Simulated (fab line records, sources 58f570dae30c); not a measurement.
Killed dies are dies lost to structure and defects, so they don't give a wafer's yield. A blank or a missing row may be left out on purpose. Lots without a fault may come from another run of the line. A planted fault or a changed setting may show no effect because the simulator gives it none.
Which tool did it? | flow berkeley_cmos170 | 15 lots, 45 wafers sampled, at 4 steps of a route of 331

WHAT THE GAUGES READ, wafer by wafer
UCB170_PSD_OVL_MEAS_07.
lot  | measured     | on         | PSD_OVL (nm)
L763 | day 6 09:39  | overlay-01 | -5 1 -1
L764 | day 7 01:48  | overlay-01 | 2 3 6
L765 | day 7 07:46  | overlay-02 | 2 3 1
L767 | day 7 19:17  | overlay-01 | 3 0 2
L766 | day 7 19:04  | overlay-02 | 8 2 3
L769 | day 7 19:21  | overlay-02 | 1 2 4
L768 | day 8 04:07  | overlay-01 | 1 7 -2
L773 | day 8 03:59  | overlay-01 | 4 2 5
L778 | day 9 16:26  | overlay-01 | 3 -1 0
L777 | day 9 10:37  | overlay-02 | -3 -7 1
L776 | day 9 16:19  | overlay-01 | -7 -8 -3
L779 | day 9 16:56  | overlay-01 | -4 -2 -5
L784 | day 10 21:47 | overlay-01 | 0 -4 -1
L785 | day 10 21:34 | overlay-01 | 5 0 2
L786 | day 11 08:24 | overlay-02 | 11 1 5

UCB170_M2_CD_MEAS_90: target cd 700 nm.
lot  | measured     | on        | cd_nm (nm)
L763 | day 7 08:39  | cd_sem-02 | 702.8 700.4 700.8
L764 | day 7 23:14  | cd_sem-02 | 704.4 701.7 702.7
L765 | day 8 10:51  | cd_sem-02 | 703.4 699.9 700.7
L767 | day 8 21:29  | cd_sem-01 | 698.9 698.7 699.8
L766 | day 8 21:06  | cd_sem-02 | 701.0 703.0 699.5
L769 | day 8 21:23  | cd_sem-02 | 698.8 697.4 701.7
L768 | day 9 10:32  | cd_sem-02 | 701.7 702.6 703.9
L773 | day 9 09:56  | cd_sem-01 | 706.5 703.0 702.7
L778 | day 10 15:35 | cd_sem-02 | 704.2 698.8 699.7
L777 | day 10 11:11 | cd_sem-02 | 707.6 702.3 706.7
L776 | day 10 10:55 | cd_sem-02 | 704.6 701.3 704.7
L779 | day 10 15:49 | cd_sem-02 | 702.3 702.4 706.5
L784 | day 11 19:08 | cd_sem-01 | 698.8 703.7 695.4
L785 | day 11 17:29 | cd_sem-02 | 700.0 698.7 699.1
L786 | day 12 04:34 | cd_sem-01 | 700.9 699.0 699.3

WHICH TOOL RAN EACH LOT (tool, then ch and the chambers of the sampled wafers, then the start)
lot  | UCB170_ACTIVE_CLEAN_17         | UCB170_PLDD_STRIP_10
L763 | wet_bench-03 ch 2, day 4 01:43 | plasma_asher-02 ch 0,1, day 6 00:29
L764 | wet_bench-03 ch 2, day 4 15:50 | plasma_asher-04 ch 0,1, day 6 18:05
L765 | wet_bench-02 ch 3, day 4 21:37 | plasma_asher-04 ch 0,1, day 7 00:38
L767 | wet_bench-02 ch 1, day 5 03:44 | plasma_asher-02 ch 0,1, day 7 08:49
L766 | wet_bench-01 ch 0, day 5 05:28 | plasma_asher-03 ch 0,1, day 7 09:11
L769 | wet_bench-02 ch 0, day 5 12:16 | plasma_asher-04 ch 0,1, day 7 11:02
L768 | wet_bench-02 ch 3, day 5 19:19 | plasma_asher-02 ch 0,1, day 7 21:54
L773 | wet_bench-01 ch 2, day 6 00:27 | plasma_asher-02 ch 0,1, day 7 21:21
L778 | wet_bench-01 ch 1, day 7 03:56 | plasma_asher-03 ch 0,1, day 9 04:27
L777 | wet_bench-01 ch 2, day 7 04:09 | plasma_asher-04 ch 0,1, day 9 03:44
L776 | wet_bench-01 ch 1, day 7 04:25 | plasma_asher-02 ch 0,1, day 9 04:11
L779 | wet_bench-03 ch 3, day 7 16:28 | plasma_asher-02 ch 0,1, day 9 10:09
L784 | wet_bench-02 ch 2, day 8 17:52 | plasma_asher-04 ch 0,1, day 10 13:45
L785 | wet_bench-03 ch 2, day 8 18:07 | plasma_asher-04 ch 0,1, day 10 13:26
L786 | wet_bench-02 ch 1, day 9 03:29 | plasma_asher-04 ch 0,1, day 11 01:15
- UCB170_ACTIVE_CLEAN_17: cleans in SPM, time 600 s.
- UCB170_PLDD_STRIP_10: strips in O2.

WHAT THE TOOLS THEMSELVES READ (means of the sampled wafers that have a number; where no wafer has one, the mark that the record gives instead)
UCB170_PLDD_STRIP_10.
lot  | tool            | drypump_motor_current_A (A) | oes_product_au (a.u.) | strip_time_to_endpoint_s (s)
L763 | plasma_asher-02 | 5.89                        | 0.733                 | 21.64
L764 | plasma_asher-04 | 5.35                        | 0.730                 | 21.69
L765 | plasma_asher-04 | 5.36                        | 0.733                 | 21.69
L767 | plasma_asher-02 | 5.88                        | 0.735                 | 21.58
L766 | plasma_asher-03 | 5.61                        | 0.733                 | 21.80
L769 | plasma_asher-04 | 5.37                        | 0.737                 | 21.65
L768 | plasma_asher-02 | 5.80                        | 0.733                 | 21.63
L773 | plasma_asher-02 | 5.80                        | 0.732                 | 21.73
L778 | plasma_asher-03 | 5.35                        | 0.728                 | 21.60
L777 | plasma_asher-04 | 5.35                        | 0.737                 | 21.65
L776 | plasma_asher-02 | 5.88                        | 0.732                 | 21.72
L779 | plasma_asher-02 | 5.82                        | 0.735                 | 21.56
L784 | plasma_asher-04 | 5.36                        | 0.736                 | 21.68
L785 | plasma_asher-04 | 5.36                        | 0.734                 | 21.62
L786 | plasma_asher-04 | 5.35                        | 0.733                 | 21.66

THE ANSWER, worked out from the rows above alone
Rule: what is usual is taken from the lots themselves. Put in order of their means at a reading, lots are off if they are a third of the lots or fewer, leave a main group of 4 or more, and stand apart from it by a gap of 3 or more times the standard deviation of the main group's means; of several such gaps the widest counts. A main group whose means are all the same, to the digits that the tables above print for the reading, isn't used. A lot without any number at a reading at which 4 lots or more have one is off too. The other lots that the step has rows for count as sound. The gauges are gone through in route order, then the tools' own readings, and for those a lot's mean is taken as printed above. The first step at which some lot is off is used, and at that step the reading that is off furthest; a lot without a number counts as furthest.
No lot is off at any reading shown: from this, nothing can be told.

WHAT THE SIMULATOR HAD PUT IN
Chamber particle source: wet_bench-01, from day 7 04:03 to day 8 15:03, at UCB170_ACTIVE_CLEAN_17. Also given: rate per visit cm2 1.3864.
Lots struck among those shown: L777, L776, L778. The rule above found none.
